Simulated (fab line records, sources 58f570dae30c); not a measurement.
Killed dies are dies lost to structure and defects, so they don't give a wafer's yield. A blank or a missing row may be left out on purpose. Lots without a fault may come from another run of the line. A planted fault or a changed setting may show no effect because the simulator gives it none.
Which tool did it? | flow berkeley_cmos170 | 14 lots, 42 wafers sampled, at 3 steps of a route of 331

WHAT THE GAUGES READ, wafer by wafer
UCB170_V1_CD_MEAS_90: target cd 700 nm.
lot  | measured     | on        | cd_nm (nm)
L324 | day 8 07:30  | cd_sem-01 | 697.4 697.9 698.5
L323 | day 8 07:41  | cd_sem-02 | 699.5 700.5 699.5
L325 | day 8 12:28  | cd_sem-01 | 700.5 696.7 698.2
L329 | day 8 20:22  | cd_sem-01 | 700.4 699.5 700.7
L328 | day 8 20:54  | cd_sem-02 | 699.7 700.6 698.8
L331 | day 9 04:52  | cd_sem-01 | 701.7 701.8 701.8
L330 | day 9 05:13  | cd_sem-01 | 700.9 702.2 701.7
L332 | day 9 15:12  | cd_sem-02 | 700.7 700.7 701.7
L337 | day 10 16:30 | cd_sem-01 | 699.8 699.1 699.5
L340 | day 11 08:29 | cd_sem-01 | 702.0 701.5 701.0
L342 | day 11 16:41 | cd_sem-01 | 700.6 700.2 700.8
L345 | day 12 11:47 | cd_sem-01 | 699.3 699.1 698.5
L343 | day 12 11:54 | cd_sem-01 | 696.8 697.4 699.2
L344 | day 12 12:05 | cd_sem-02 | 698.3 698.0 698.8

UCB170_V2_BOW_MEAS_03.
lot  | measured     | on            | V2_BOW (um)
L324 | day 8 10:58  | film_metro-02 | 38 33 32
L323 | day 8 11:04  | film_metro-03 | 50 36 37
L325 | day 8 16:18  | film_metro-02 | 36 31 41
L329 | day 9 00:08  | film_metro-02 | 27 29 41
L328 | day 9 00:54  | film_metro-04 | 39 49 29
L331 | day 9 10:33  | film_metro-02 | 40 36 25
L330 | day 9 10:53  | film_metro-04 | 48 39 35
L332 | day 9 18:21  | film_metro-04 | 47 40 49
L337 | day 10 20:28 | film_metro-04 | 33 33 26
L340 | day 11 12:19 | film_metro-04 | 45 42 38
L342 | day 11 20:29 | film_metro-03 | 21 36 33
L345 | day 12 16:10 | film_metro-04 | 51 32 30
L343 | day 12 16:31 | film_metro-04 | 32 38 47
L344 | day 12 16:50 | film_metro-02 | 28 32 44

WHICH TOOL RAN EACH LOT (tool, then ch and the chambers of the sampled wafers, then the start)
lot  | UCB170_V1_STRIP_15
L324 | plasma_asher-02 ch 0,1, day 8 07:23
L323 | plasma_asher-03 ch 0,1, day 8 07:35
L325 | plasma_asher-04 ch 0,1, day 8 12:22
L329 | plasma_asher-04 ch 0,1, day 8 20:16
L328 | plasma_asher-03 ch 0,1, day 8 20:48
L331 | plasma_asher-04 ch 0,1, day 9 04:41
L330 | plasma_asher-04 ch 0,1, day 9 05:06
L332 | plasma_asher-04 ch 0,1, day 9 15:06
L337 | plasma_asher-02 ch 0,1, day 10 16:24
L340 | plasma_asher-04 ch 0,1, day 11 08:22
L342 | plasma_asher-03 ch 0,1, day 11 16:35
L345 | plasma_asher-03 ch 0, day 12 11:40
L343 | plasma_asher-02 ch 0,1, day 12 11:47
L344 | plasma_asher-03 ch 0,1, day 12 11:58
- UCB170_V1_STRIP_15: strips in O2.

WHAT THE TOOLS THEMSELVES READ (means of the sampled wafers that have a number; where no wafer has one, the mark that the record gives instead)
UCB170_V1_STRIP_15.
lot  | tool            | drypump_motor_current_A (A) | oes_product_au (a.u.) | strip_time_to_endpoint_s (s)
L324 | plasma_asher-02 | 6.1                         | 0.726                 | 15.47
L323 | plasma_asher-03 | 5.3                         | 0.721                 | 15.19
L325 | plasma_asher-04 | 5.5                         | 0.721                 | 15.45
L329 | plasma_asher-04 | 5.7                         | 0.717                 | 15.42
L328 | plasma_asher-03 | 5.3                         | 0.725                 | 15.42
L331 | plasma_asher-04 | 5.8                         | 0.726                 | 15.18
L330 | plasma_asher-04 | 5.7                         | 0.724                 | 15.35
L332 | plasma_asher-04 | 5.5                         | 0.721                 | 15.41
L337 | plasma_asher-02 | 5.9                         | 0.723                 | 15.23
L340 | plasma_asher-04 | 5.5                         | 0.721                 | 15.36
L342 | plasma_asher-03 | 5.6                         | 0.717                 | 15.26
L345 | plasma_asher-03 | 5.1                         | 0.719                 | 15.34
L343 | plasma_asher-02 | 5.9                         | 0.721                 | 15.18
L344 | plasma_asher-03 | 5.3                         | 0.722                 | 15.26

THE ANSWER, worked out from the rows above alone
Rule: what is usual is taken from the lots themselves. Put in order of their means at a reading, lots are off if they are a third of the lots or fewer, leave a main group of 4 or more, and stand apart from it by a gap of 3 or more times the standard deviation of the main group's means; of several such gaps the widest counts. A main group whose means are all the same, to the digits that the tables above print for the reading, isn't used. A lot without any number at a reading at which 4 lots or more have one is off too. The other lots that the step has rows for count as sound. The gauges are gone through in route order, then the tools' own readings, and for those a lot's mean is taken as printed above. The first step at which some lot is off is used, and at that step the reading that is off furthest; a lot without a number counts as furthest.
No lot is off at any reading shown: from this, nothing can be told.

WHAT THE SIMULATOR HAD PUT IN
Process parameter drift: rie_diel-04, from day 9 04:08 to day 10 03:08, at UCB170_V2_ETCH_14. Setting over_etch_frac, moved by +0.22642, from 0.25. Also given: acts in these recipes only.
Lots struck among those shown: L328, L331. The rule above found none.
